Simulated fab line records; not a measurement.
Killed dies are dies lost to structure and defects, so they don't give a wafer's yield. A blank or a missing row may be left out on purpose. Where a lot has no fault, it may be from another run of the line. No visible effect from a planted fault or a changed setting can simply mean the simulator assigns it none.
The tool behind it: which one? :: flow berkeley_cmos170 :: Sampling: 7 lots, 21 wafers, 4 of 331 route steps

WHAT THE GAUGES SHOWED, per wafer
UCB170_M1_RS_MEAS_01: measurement is done with a four-point probe.
lot: L254
measured: day 8 10:26
on: film_metro-04
M1_AL_RS (ohm/sq): 0.0485 0.0488 0.0480

lot: L256
measured: day 9 03:50
on: film_metro-03
M1_AL_RS (ohm/sq): 0.0480 0.0485 0.0481

lot: L258
measured: day 9 20:08
on: film_metro-02
M1_AL_RS (ohm/sq): 0.0488 0.0486 0.0488

lot: L267
measured: day 10 23:40
on: film_metro-02
M1_AL_RS (ohm/sq): - - -

lot: L272
measured: day 12 05:51
on: film_metro-02
M1_AL_RS (ohm/sq): 0.0495 0.0482 0.0499

lot: L274
measured: day 13 06:52
on: film_metro-04
M1_AL_RS (ohm/sq): 0.0479 0.0490 0.0484

lot: L275
measured: day 13 09:58
on: film_metro-03
M1_AL_RS (ohm/sq): 0.0489 0.0486 0.0486

TOOL THAT RAN EACH LOT (tool first, then ch and the chambers of the sampled wafers, then the start)
lot: L254
UCB170_SDANNEAL_RTA_01: rtp_anneal-02 ch 0, day 8 03:19
UCB170_SILICIDE_SPUTTER_01: pvd_sputter-03, day 8 03:55
UCB170_M1_SPUTTER_00: pvd_sputter-04, day 8 10:22

lot: L256
UCB170_SDANNEAL_RTA_01: rtp_anneal-01 ch 0, day 8 19:26
UCB170_SILICIDE_SPUTTER_01: pvd_sputter-03, day 8 20:01
UCB170_M1_SPUTTER_00: pvd_sputter-01, day 9 03:45

lot: L258
UCB170_SDANNEAL_RTA_01: rtp_anneal-01 ch 0, day 9 14:34
UCB170_SILICIDE_SPUTTER_01: pvd_sputter-03, day 9 15:10
UCB170_M1_SPUTTER_00: pvd_sputter-01, day 9 20:04

lot: L267
UCB170_SDANNEAL_RTA_01: rtp_anneal-01 ch 0, day 10 18:17
UCB170_SILICIDE_SPUTTER_01: pvd_sputter-03, day 10 18:54
UCB170_M1_SPUTTER_00: pvd_sputter-01, day 10 23:37

lot: L272
UCB170_SDANNEAL_RTA_01: rtp_anneal-02 ch 0, day 11 23:28
UCB170_SILICIDE_SPUTTER_01: pvd_sputter-01, day 12 00:05
UCB170_M1_SPUTTER_00: pvd_sputter-04, day 12 05:47

lot: L274
UCB170_SDANNEAL_RTA_01: rtp_anneal-02 ch 0, day 13 00:29
UCB170_SILICIDE_SPUTTER_01: pvd_sputter-01, day 13 01:05
UCB170_M1_SPUTTER_00: pvd_sputter-04, day 13 06:47

lot: L275
UCB170_SDANNEAL_RTA_01: rtp_anneal-02 ch 0, day 13 00:55
UCB170_SILICIDE_SPUTTER_01: pvd_sputter-02, day 13 01:31
UCB170_M1_SPUTTER_00: pvd_sputter-01, day 13 09:52
- UCB170_SDANNEAL_RTA_01: time 5 s.
- UCB170_SILICIDE_SPUTTER_01: material Ti, target thk 30 nm, time 25 s.
- UCB170_M1_SPUTTER_00: material Al, target thk 600 nm, time 80 s.

THE ANSWER, worked out from the rows above alone
Rule: the usual values come from the lots themselves. The widest of any qualifying gaps counts: lots, ordered by their means at a reading, are off when they make up no more than a third of the lots, leave a main group of 4 or more, and stand apart from it by 3 or more times the standard deviation of that group's means. A main group is skipped when, at the precision printed for the reading in the tables above, its means are all equal. A lot without any number at a reading at which 4 lots or more have one is off too. Any other lot the step has rows for is counted as sound.
Off: L267, seen at UCB170_M1_RS_MEAS_01 (M1_AL_RS). Without a number there: L267. For the main group the mean is 0.0486 ohm/sq and the standard deviation 0.00032.
A tool fits if, at a process step before that reading, it ran every lot that is off, and no sound lot after the first of them. The gauges at UCB170_M1_RS_MEAS_01 are tried like those tools. Can't be told from this: 2 tools fit, rtp_anneal-01 at UCB170_SDANNEAL_RTA_01, pvd_sputter-03 at UCB170_SILICIDE_SPUTTER_01.

WHAT WAS PUT IN BY THE SIMULATOR
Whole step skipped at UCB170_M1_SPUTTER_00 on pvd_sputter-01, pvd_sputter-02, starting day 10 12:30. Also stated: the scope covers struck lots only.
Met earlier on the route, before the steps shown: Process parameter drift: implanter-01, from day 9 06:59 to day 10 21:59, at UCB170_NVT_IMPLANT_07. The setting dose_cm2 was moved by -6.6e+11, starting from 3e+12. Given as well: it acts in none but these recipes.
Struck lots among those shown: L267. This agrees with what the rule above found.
